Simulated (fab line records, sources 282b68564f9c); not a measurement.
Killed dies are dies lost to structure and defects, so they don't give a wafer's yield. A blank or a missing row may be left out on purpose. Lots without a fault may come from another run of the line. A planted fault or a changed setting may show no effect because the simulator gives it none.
A struck lot beside a sound one | flow rit_cmos | 36 steps out of a route of 202
Sound: wafers L925.2, L925.4, L925.5. Struck: wafer L934.1. (L934.3, L934.5 of the same lot were not struck and are left out.) The cause comes at the end.
At each step with rows: each side's tool, then ch and its chambers, then its first start. Under that, the readings that differ: sound wafers | struck wafers | difference of the means | sigmas: that difference in standard deviations of wafers without a fault.
alike: readings whose means differ by less than 2 such deviations, and words and numbers that are the same on both sides. not compared: withheld readings, readings that some wafer has no value for, bounds like >300 that may hide the same value, and numbers for which the record gives no deviation and whose values overlap.
The two part at a step that has a row with sigmas, a row that says differs or no value, or rows on one side only. Numbers that don't overlap but have no deviation are shown without sigmas and don't part them. A reading that every wafer of one side lacks parts them only if that side has two wafers or more.

first, 1 step without rows for these wafers: RIT_SILICIDE_RTA_06 (time 10 s, ramp up 5 s, ramp down 10 s).
RIT_CONTACT_CVD_00: deposits SiO2 from TEOS, target thk 400 nm, time 61 s.
  sound on pecvd-02 ch 0,1,2, day 4 09:48; struck on pecvd-02 ch 0, day 6 04:50
  alike: heater_power_w
RIT_CONTACT_THK_MEAS_01:
  sound on film_metro-01, day 4 09:52; struck on film_metro-02, day 6 04:53
  alike: CONTACT_TEOS_THK
then, 6 steps without rows for these wafers: RIT_CONTACT_HMDS_02 (prime time 60 s); RIT_CONTACT_COAT_03 (resist thk 1000 nm); RIT_CONTACT_SOFTBAKE_04 (time 60 s); RIT_CONTACT_EXPOSE_05 (exposes mask M11, target cd 1000 nm); RIT_CONTACT_PEB_06; RIT_CONTACT_DEVELOP_07 (develop time 125.5 s).
RIT_CONTACT_CD_MEAS_08: target cd 1000 nm.
  sound on cd_sem-02, day 4 11:03; struck on cd_sem-02, day 6 06:02
  alike: cd_nm
RIT_CONTACT_OVL_MEAS_09:
  sound on overlay-02, day 4 11:09; struck on overlay-01, day 6 06:10
  alike: CONTACT_OVL
then, 1 step without rows for these wafers: RIT_CONTACT_HARDBAKE_10 (time 60 s).
RIT_CONTACT_ETCH_11: etches SiO2 in CHF3/CF4/Ar, stops on TiSi2, target depth 480 nm, time 320 s.
  sound on rie_diel-01 ch 1,2,3, day 4 11:20; struck on rie_diel-03 ch 0, day 6 06:21
  reading                                      | sound             | struck | difference | sigmas
  model.etch.depth_nm (nm)                     | 397.8 400.1 395.9 | 340.9  | -57.0      |
  model.CONTACT.feature_depth_nm (nm)          | 397.8 400.1 395.9 | 340.9  | -57.0      |
  model.NOVOLAK_of_CONTACT_COAT_03.thk_nm (nm) | 766.2 762.7 764.3 | 801.7  | +37.3      |
  alike: chamber_pressure_mTorr, drypump_motor_current_A, oes_product_au, throttle_valve_pct
  not compared: rf_hours_counter_h
RIT_CONTACT_STRIP_12: strips in O2, time 180 s.
  sound on plasma_asher-02 ch 0,1, day 4 11:32; struck on plasma_asher-02 ch 0, day 6 06:33
  alike: chamber_pressure_mTorr, drypump_motor_current_A, rf_refl_power_W
  not compared: rf_hours_counter_h
RIT_CONTACT_CD_MEAS_90: target cd 1000 nm.
  sound on cd_sem-02, day 4 11:43; struck on cd_sem-01, day 6 06:43
  alike: cd_nm
then, 2 steps without rows for these wafers: RIT_CONTACT_CLEAN_13 (cleans in SC1, time 600 s); RIT_CONTACT_CLEAN_14 (cleans in SC2, time 600 s).
RIT_M1_SPUTTER_00: material Al, target thk 400 nm, time 488.3 s.
  the record has rows for the sound wafers here (pvd_sputter-04, day 4 12:10) and none for the struck ones
RIT_M1_RS_MEAS_01: measures by four-point-probe.
  the record has rows for the sound wafers here (film_metro-04, day 4 12:31) and none for the struck ones
RIT_M1_THK_MEAS_02: measures by xrf.
  the record has rows for the sound wafers here (film_metro-04, day 4 12:37) and none for the struck ones
then, 6 steps without rows for these wafers: RIT_M1_HMDS_03 (prime time 60 s); RIT_M1_COAT_04 (resist thk 1300 nm); RIT_M1_SOFTBAKE_05 (time 60 s); RIT_M1_EXPOSE_06 (exposes mask M12, target cd 2600 nm); RIT_M1_PEB_07; RIT_M1_DEVELOP_08 (develop time 70.99 s).
RIT_M1_CD_MEAS_09: target cd 2600 nm.
  the record has rows for the sound wafers here (cd_sem-01, day 4 13:34) and none for the struck ones
RIT_M1_OVL_MEAS_10:
  the record has rows for the sound wafers here (overlay-01, day 4 13:41) and none for the struck ones
then, 1 step without rows for these wafers: RIT_M1_HARDBAKE_11 (time 120 s).
RIT_M1_METAL_ETCH_12: etches Al in Cl2/BCl3, stops on SiO2, time 165 s, target depth 600 nm.
  the record has rows for the sound wafers here (rie_metal-01 ch 0,1, day 4 13:58) and none for the struck ones
then, 1 step without rows for these wafers: RIT_M1_STRIP_13 (strips in nmp, time 600 s).
RIT_M1_STRIP_14: strips in O2, time 180 s.
  the record has rows for the sound wafers here (plasma_asher-03 ch 0,1, day 4 14:18) and none for the struck ones
RIT_M1_CD_MEAS_90: target cd 2600 nm.
  the record has rows for the sound wafers here (cd_sem-01, day 4 14:29) and none for the struck ones
then, 1 step without rows for these wafers: RIT_M1_ANNEAL_15 (time 1800 s).
RIT_M1_BOW_MEAS_16:
  the record has rows for the sound wafers here (film_metro-03, day 4 16:07) and none for the struck ones
RIT_M1_PROBE_99:
  sound on prober-01, day 4 16:16; struck on prober-02, day 6 11:25
  reading            | sound | struck | difference | sigmas
  killed_at_contacts | 0 0 0 | 256    | +256       | +99 or more
  killed_dies        | 6 6 8 | 264    | +257       | +95
  killed_on_rim      | 1 2 2 | 70     | +68        | +57
  alike: killed_at_front_end, killed_open, killed_short

WHERE THEY PART
First at RIT_M1_SPUTTER_00; last, within this record, at RIT_M1_PROBE_99.

WHY: what the simulator had put in
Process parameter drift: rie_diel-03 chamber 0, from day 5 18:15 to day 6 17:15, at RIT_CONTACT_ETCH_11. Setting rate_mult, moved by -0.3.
